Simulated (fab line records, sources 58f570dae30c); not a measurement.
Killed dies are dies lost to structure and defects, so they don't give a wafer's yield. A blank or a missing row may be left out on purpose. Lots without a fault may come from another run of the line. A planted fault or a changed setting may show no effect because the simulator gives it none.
Problem report in the 8D (eight disciplines) form, filled by code | flow berkeley_cmos170 | the parts of the form that need people (team, actions taken, sign-off) are left out

1. THE PROBLEM
NWELL_TW at UCB170_NWELL_TW_MEAS_16 reads a mean of 1435 on 9 wafers of 3 lots; wafers without a fault read 1236 with a standard deviation of 8.2. That is +24 standard deviations from the usual mean.
First seen on wafer L168.2, day 5 10:18, on film_metro-03. The record holds 45 wafers of 15 lots with a number at this step. Rule for "out", or "out of limits": more than 4 standard deviations from the usual mean. The other wafers with a number count as sound.

2. WHAT IT IS AND WHAT IT IS NOT
question                    | is                                          | is not
which readings at this step | NWELL_TW                                    | -
which lots                  | L168, L172, L173                            | L153, L154, L156, L157, L158, L160, L161, L162, L171, L174, L175, L176
which wafers of those lots  | all that have a number                      | -
read on which gauges        | film_metro-01, film_metro-03, film_metro-04 | -
when                        | from day 5 10:18                            | up to then (24 sound wafers); but 12 sound wafers of L171, L174, L175, L176 came after

3. SUSPECTS, AND WHAT RULES EACH OUT
Counting: a tool at a process step up to the reading stays a suspect if it ran every lot that is out and no sound lot after the first of them.
- the gauge at UCB170_NWELL_TW_MEAS_16: ruled out. The wafers that are out were read on 3 gauges (film_metro-01, film_metro-03, film_metro-04).
- implanter-02 at UCB170_NWELL_IMPLANT_14: kept. It ran every lot that is out, first L168 (day 5 10:04), and no sound lot after that; its last sound lot up to then is L154 (day 2 16:31). Its own readings are out on those wafers: dose_ions_cm2, faraday_current_uA.
Left after counting: implanter-02 at UCB170_NWELL_IMPLANT_14.

4. THE CAUSE (what the simulator had put in)
Process parameter drift: implanter-02, from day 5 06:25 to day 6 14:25, at UCB170_NWELL_IMPLANT_14. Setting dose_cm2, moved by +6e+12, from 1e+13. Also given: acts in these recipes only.
Counting left only this tool.

5. THE CHAIN OF EFFECTS, in route order
Each row: a reading whose mean over the struck wafers that have a number lies more than 3 standard deviations from the usual. Only readings for which the record gives a usual standard deviation are gone through. hours: the time from each lot's start at the first step in this table that gives one to its start at this step, as a median over the lots. sigmas: the change in usual standard deviations.
hours | step                    | reading            | usual | on struck wafers | change | sigmas
0     | UCB170_NWELL_IMPLANT_14 | dose_ions_cm2      | 1e+13 | 2e+13            | +6e+12 | +99 or more
0     | UCB170_NWELL_IMPLANT_14 | faraday_current_uA | 31.7  | 50.5             | +18.8  | +30
0     | UCB170_NWELL_TW_MEAS_16 | NWELL_TW           | 1236  | 1435             | +199   | +24
The process steps in it:
- UCB170_NWELL_IMPLANT_14
Later measuring or inspecting steps at which every struck wafer that the step has a row for has a number for every such reading, and none has moved that far: UCB170_SCREENOX_THK_MEAS_02, UCB170_PVT_OVL_MEAS_06.

6. WHAT WOULD HAVE CAUGHT IT SOONER
In this record the first reading out of limits at a measuring or inspecting step was taken at day 5 10:18, 4 hours after the fault began at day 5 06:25.
The tool's own readings at UCB170_NWELL_IMPLANT_14 were out on every struck wafer that the step has a row for (dose_ions_cm2, faraday_current_uA): an alarm limit on them would have fired on the first of those.
Of the lots that are out (3), L172, L173 began UCB170_NWELL_IMPLANT_14 on implanter-02 after day 5 10:18. A hold on the tool at that time would have spared those 2.
